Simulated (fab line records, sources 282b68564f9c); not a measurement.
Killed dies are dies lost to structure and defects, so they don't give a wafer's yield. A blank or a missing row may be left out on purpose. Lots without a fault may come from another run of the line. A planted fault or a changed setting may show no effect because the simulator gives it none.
A struck lot beside a sound one | flow rit_cmos | 18 steps out of a route of 202
Sound: wafers L573.3, L573.4, L573.5. Struck: wafers L583.1, L583.3, L583.6. The cause comes at the end.
At each step with rows: each side's tool, then ch and its chambers, then its first start. Under that, the readings that differ: sound wafers | struck wafers | difference of the means | sigmas: that difference in standard deviations of wafers without a fault.
alike: readings whose means differ by less than 2 such deviations, and words and numbers that are the same on both sides. not compared: withheld readings, readings that some wafer has no value for, bounds like >300 that may hide the same value, and numbers for which the record gives no deviation and whose values overlap.
The two part at a step that has a row with sigmas, a row that says differs or no value, or rows on one side only. Numbers that don't overlap but have no deviation are shown without sigmas and don't part them. A reading that every wafer of one side lacks parts them only if that side has two wafers or more.

first, 5 steps without rows for these wafers: RIT_NRETRO_COAT_01 (resist thk 1300 nm); RIT_NRETRO_SOFTBAKE_02 (time 60 s); RIT_NRETRO_EXPOSE_03 (exposes mask M4, target cd 43900 nm); RIT_NRETRO_PEB_04; RIT_NRETRO_DEVELOP_05 (develop time 68 s).
RIT_NRETRO_OVL_MEAS_06:
  sound on overlay-02, day 2 21:19; struck on overlay-02, day 4 22:07
  alike: NRETRO_OVL
then, 2 steps without rows for these wafers: RIT_NRETRO_HARDBAKE_07 (time 120 s); RIT_NRETRO_IMPLANT_08.
RIT_NRETRO_STRIP_09: strips in O2, time 180 s.
  sound on plasma_asher-01 ch 0,1, day 2 21:47; struck on plasma_asher-02 ch 0,1, day 4 22:33
  alike: drypump_motor_current_A, rf_refl_power_W
  not compared: rf_hours_counter_h
RIT_NRETRO_TW_MEAS_10:
  sound on film_metro-03, day 2 21:55; struck on film_metro-04, day 4 22:44
  reading   | sound          | struck         | difference | sigmas
  NRETRO_TW | 1057 1055 1056 | 1046 1035 1039 | -16        | -3
then, 2 steps without rows for these wafers: RIT_PRETRO_HMDS_00 (prime time 60 s); RIT_PRETRO_COAT_01 (resist thk 1300 nm).
RIT_PRETRO_SOFTBAKE_02: time 60 s.
  sound on litho_track-02 ch 0, day 2 22:19; struck on litho_track-03 ch 0, day 4 23:05
  reading                                     | sound             | struck            | difference | sigmas
  exhaust_pa (Pa)                             | 45.5 46.9 47.8    | 44.4 43.9 44.0    | -2.6       | -3
  heater_power_total_W (W)                    | 34.50 34.52 34.53 | 35.60 35.60 35.60 | +1.08      | +23
  plate_temp_C (C)                            | 89.85 89.83 89.97 | 91.95 91.97 91.77 | +2.01      | +17
  model.NOVOLAK_of_PRETRO_COAT_01.thk_nm (nm) | 1290 1287 1288    | 1278 1278 1278    | -10        |
  alike: chill_plate_temp_C
then, 2 steps without rows for these wafers: RIT_PRETRO_EXPOSE_03 (exposes mask M5, target cd 43700 nm); RIT_PRETRO_PEB_04.
RIT_PRETRO_DEVELOP_05: develop time 68 s.
  sound on litho_track-02 ch 0; struck on litho_track-03 ch 0
  reading                                     | sound          | struck         | difference | sigmas
  model.NOVOLAK_of_PRETRO_COAT_01.thk_nm (nm) | 1290 1286 1287 | 1278 1277 1278 | -10        |
  alike: chill_plate_temp_C, exhaust_pa
RIT_PRETRO_OVL_MEAS_06:
  sound on overlay-01, day 2 22:59; struck on overlay-01, day 4 23:40
  alike: PRETRO_OVL
RIT_M1_PROBE_99:
  the record has rows for the sound wafers here (prober-02, day 4 01:04) and none for the struck ones

WHERE THEY PART
First at RIT_NRETRO_TW_MEAS_10; last, within this record, at RIT_M1_PROBE_99.

WHY: what the simulator had put in
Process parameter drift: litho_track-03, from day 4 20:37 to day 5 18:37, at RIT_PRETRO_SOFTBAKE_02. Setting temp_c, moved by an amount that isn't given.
